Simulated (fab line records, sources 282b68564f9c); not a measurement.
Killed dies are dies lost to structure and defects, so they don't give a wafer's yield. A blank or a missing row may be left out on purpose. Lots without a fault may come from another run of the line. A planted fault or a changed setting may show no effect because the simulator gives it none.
Which tool did it? | flow rit_cmos | 14 lots, 42 wafers sampled, at 3 steps of a route of 202

WHAT THE GAUGES READ, wafer by wafer
RIT_ACTIVE_THK_MEAS_04.
lot  | measured    | on            | ACTIVE_NITRIDE_THK (nm)
L155 | day 1 13:34 | film_metro-02 | 148.9 150.5 149.4
L156 | day 1 18:33 | film_metro-03 | 149.8 150.6 151.0
L157 | day 2 00:46 | film_metro-03 | 149.0 148.0 148.2
L158 | day 2 05:16 | film_metro-03 | 150.2 149.5 148.7
L159 | day 2 09:32 | film_metro-02 | 149.5 148.9 149.3
L161 | day 2 20:17 | film_metro-02 | 148.3 147.7 146.9
L165 | day 3 15:32 | film_metro-02 | 149.2 147.8 148.5
L166 | day 3 20:32 | film_metro-03 | 148.9 148.5 148.6
L171 | day 4 21:34 | film_metro-04 | 149.2 148.3 148.0
L172 | day 5 02:32 | film_metro-03 | 149.9 148.2 148.4
L173 | day 5 07:32 | film_metro-02 | 149.0 148.7 149.7
L174 | day 5 15:01 | film_metro-02 | 148.1 147.9 149.0
L176 | day 5 22:32 | film_metro-04 | 151.9 150.6 150.5
L178 | day 6 10:16 | film_metro-02 | 150.2 151.4 151.0

RIT_PRETRO_OVL_MEAS_06.
lot  | measured    | on         | PRETRO_OVL (nm)
L155 | day 2 08:19 | overlay-01 | -1.0 1.2 1.0
L156 | day 2 14:37 | overlay-02 | 0.3 -1.1 -0.9
L157 | day 2 18:16 | overlay-01 | -1.4 -0.4 0.2
L158 | day 2 22:22 | overlay-01 | -1.3 -1.7 -1.0
L159 | day 3 02:36 | overlay-01 | 0.4 -2.0 -0.5
L161 | day 3 13:17 | overlay-02 | -0.6 -1.5 -1.9
L165 | day 4 09:40 | overlay-01 | -0.3 -0.3 -0.5
L166 | day 4 13:39 | overlay-02 | -1.4 -0.4 -0.7
L171 | day 5 15:00 | overlay-01 | 1.2 -0.4 -0.2
L172 | day 5 20:19 | overlay-01 | -0.1 -1.9 0.0
L173 | day 6 06:48 | overlay-02 | -2.5 -1.1 -0.9
L174 | day 6 08:29 | overlay-01 | -1.0 -0.3 0.0
L176 | day 6 19:03 | overlay-02 | 0.0 -1.7 -0.5
L178 | day 7 02:57 | overlay-02 | -1.5 0.5 -0.3

WHICH TOOL RAN EACH LOT (tool, then ch and the chambers of the sampled wafers, then the start)
lot  | RIT_ACTIVE_SOFTBAKE_07
L155 | litho_track-02 ch 0, day 1 13:58
L156 | litho_track-04 ch 0, day 1 18:56
L157 | litho_track-02 ch 0, day 2 01:09
L158 | litho_track-04 ch 0, day 2 05:38
L159 | litho_track-04 ch 0, day 2 09:55
L161 | litho_track-02 ch 0, day 2 20:39
L165 | litho_track-04 ch 0, day 3 15:53
L166 | litho_track-04 ch 0, day 3 20:53
L171 | litho_track-03 ch 0, day 4 21:58
L172 | litho_track-03 ch 0, day 5 02:53
L173 | litho_track-03 ch 0, day 5 07:55
L174 | litho_track-02 ch 0, day 5 15:25
L176 | litho_track-03 ch 0, day 5 22:53
L178 | litho_track-02 ch 0, day 6 10:40
- RIT_ACTIVE_SOFTBAKE_07: time 60 s.

WHAT THE TOOLS THEMSELVES READ (means of the sampled wafers that have a number; where no wafer has one, the mark that the record gives instead)
RIT_ACTIVE_SOFTBAKE_07.
lot  | tool           | heater_power_total_W (W) | plate_temp_C (C)
L155 | litho_track-02 | 34.56                    | 90.02
L156 | litho_track-04 | 34.57                    | 90.00
L157 | litho_track-02 | 34.57                    | 89.95
L158 | litho_track-04 | 34.50                    | 89.98
L159 | litho_track-04 | 34.49                    | 89.83
L161 | litho_track-02 | 34.55                    | 89.94
L165 | litho_track-04 | 34.11                    | 89.26
L166 | litho_track-04 | 34.15                    | 89.20
L171 | litho_track-03 | 34.57                    | 89.94
L172 | litho_track-03 | 34.58                    | 90.03
L173 | litho_track-03 | 34.56                    | 90.07
L174 | litho_track-02 | 34.56                    | 89.94
L176 | litho_track-03 | 34.55                    | 90.06
L178 | litho_track-02 | 34.59                    | 89.88

THE ANSWER, worked out from the rows above alone
Rule: what is usual is taken from the lots themselves. Put in order of their means at a reading, lots are off if they are a third of the lots or fewer, leave a main group of 4 or more, and stand apart from it by a gap of 3 or more times the standard deviation of the main group's means; of several such gaps the widest counts. A main group whose means are all the same, to the digits that the tables above print for the reading, isn't used. A lot without any number at a reading at which 4 lots or more have one is off too. The other lots that the step has rows for count as sound. The gauges are gone through in route order, then the tools' own readings, and for those a lot's mean is taken as printed above. The first step at which some lot is off is used, and at that step the reading that is off furthest; a lot without a number counts as furthest.
Off: L165, L166, at RIT_ACTIVE_SOFTBAKE_07 (heater_power_total_W). The main group: mean 34.55 W, standard deviation 0.029.
A tool fits if, at that step or a process step before it, it ran every lot that is off, and no sound lot after the first of them. One fits: litho_track-04 at RIT_ACTIVE_SOFTBAKE_07. Its last sound lot is L159 (day 2 09:55), its first lot that is off L165 (day 3 15:53): a fault that began between those two fits.
The tool's own readings at RIT_ACTIVE_SOFTBAKE_07 bear it out: on the lots that are off they differ by more than 5 times the standard deviation of the sound lots' means. heater_power_total_W reads 34.13 W there against 34.55 W on the sound lots; plate_temp_C reads 89.23 C there against 89.97 C on the sound lots.

WHAT THE SIMULATOR HAD PUT IN
Process parameter drift: litho_track-04, from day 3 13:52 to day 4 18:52, at RIT_ACTIVE_SOFTBAKE_07. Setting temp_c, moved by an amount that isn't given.
Lots struck among those shown: L165, L166. The rule above found the same.
